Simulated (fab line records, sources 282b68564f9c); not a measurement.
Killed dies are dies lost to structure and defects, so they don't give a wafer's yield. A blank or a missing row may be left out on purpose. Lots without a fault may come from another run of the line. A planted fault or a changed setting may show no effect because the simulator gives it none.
Split-lot experiment | flow rit_cmos | 5 lots, 23 wafers read, on a route of 202 steps

THE SPLIT
At RIT_PLDD_IMPLANT_08, the setting dose_cm2 was moved away from the recipe's 9e+14 on 7 of the 23 wafers read, by -6.1% to +7.4%. The other wafers ran this setting at the recipe's value.

FROM THE SPLIT TO THE READING: what the file shows between them, 6 steps
- RIT_PSD_IMPLANT_08 (also split here: energy_kev)
- RIT_SDANNEAL_CLEAN_00: cleans in SC1, time 600 s (also split here: temp_c)
- RIT_SDANNEAL_CLEAN_01: cleans in dHF, time 30 s
- RIT_SDANNEAL_CLEAN_02: cleans in SC2, time 600 s
- RIT_SDANNEAL_RTA_03: time 5 s
- RIT_SDANNEAL_RS_MEAS_04: measures by four-point-probe

THE READING
PLDD_RS, in ohm/sq, at RIT_SDANNEAL_RS_MEAS_06 (measures by four-point-probe). Fault-free wafers of this fab line usually give 178.5 ohm/sq, standard deviation 0.54 ohm/sq.

wafer  | tool, chamber at the split | dose_cm2 as run | against the recipe | PLDD_RS, ohm/sq | against lot-mates on the recipe
L077.1 | implanter-02, 0            | 9.662e+14       | +7.4%              | 172.1           | -6.0
L077.2 | implanter-02, 0            | 9e+14           | recipe             | 178.4           | -
L077.4 | implanter-02, 0            | 9e+14           | recipe             | 177.7           | -
L077.5 | implanter-02, 0            | 9.662e+14       | +7.4%              | 172.4           | -5.7
L077.6 | implanter-02, 0            | 9.662e+14       | +7.4%              | 172.8           | -5.2
L079.2 | implanter-03, 0            | 9e+14           | recipe             | 178.8           | -
L079.3 | implanter-03, 0            | 9e+14           | recipe             | 178.7           | -
L079.4 | implanter-03, 0            | 8.452e+14       | -6.1%              | 184.2           | +5.6
L079.5 | implanter-03, 0            | 9e+14           | recipe             | 178.4           | -
L079.6 | implanter-03, 0            | 8.452e+14       | -6.1%              | 184.3           | +5.7
L080.1 | implanter-03, 0            | 9e+14           | recipe             | 179.1           | -
L080.4 | implanter-03, 0            | 9e+14           | recipe             | 179.4           | -
L080.5 | implanter-03, 0            | 9e+14           | recipe             | 179.4           | -
L083.1 | implanter-03, 0            | 8.458e+14       | -6.0%              | 184.2           | +5.5
L083.2 | implanter-03, 0            | 9e+14           | recipe             | 178.8           | -
L083.3 | implanter-03, 0            | 9e+14           | recipe             | 178.5           | -
L083.4 | implanter-03, 0            | 8.458e+14       | -6.0%              | 184.3           | +5.6
L083.6 | implanter-03, 0            | 9e+14           | recipe             | 178.8           | -
L081.2 | implanter-03, 0            | 9e+14           | recipe             | 179.1           | -
L081.3 | implanter-03, 0            | 9e+14           | recipe             | 178.8           | -
L081.4 | implanter-03, 0            | 9e+14           | recipe             | 178.9           | -
L081.5 | implanter-03, 0            | 9e+14           | recipe             | 178.7           | -
L081.6 | implanter-03, 0            | 9e+14           | recipe             | 178.9           | -

THE FIT
A straight line over all 23 wafers: PLDD_RS changes by -0.882 ohm/sq for each +1% of dose_cm2; r = -0.99; the points scatter about the line by 0.37 ohm/sq.
The same after taking each lot's own level away (the mean of its wafers on the recipe; 23 wafers): -0.838 ohm/sq for each +1%; r = -1.00; scatter 0.32 ohm/sq.
On that fit, the largest move of dose_cm2 shifts the reading by 6.2 ohm/sq.
The lots' own levels span 178.05 to 179.30 ohm/sq, that is 2.3 times the standard deviation above.
So the lot-to-lot level changes the slope little: the two slopes agree.
Check: with one of the wafers moved furthest among these (+7.4%) left out of the fit, the line predicts -6.02 ohm/sq for it against its lot-mates. It came out at -5.95 ohm/sq against them.

OTHER SPLITS ON THESE WAFERS
These wafers also went through other splits before the reading. Each is held against what the fit with the lots' levels taken away leaves over:
other split on the same wafers     | wafers away from the commonest value | r with PLDD_RS (lot level and that fit taken away)
RIT_GATE_DEVELOP_15 develop_time_s | 5                                    | +0.01
RIT_NLDD_IMPLANT_08 dose_cm2       | 8                                    | -0.32
RIT_PSD_IMPLANT_08 energy_kev      | 5                                    | +0.51
RIT_SDANNEAL_CLEAN_00 temp_c       | 18                                   | -0.04

THE FILE'S OWN FIT
PLDD_RS changes by -0.853 ohm/sq for each +1% of dose_cm2, r = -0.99.
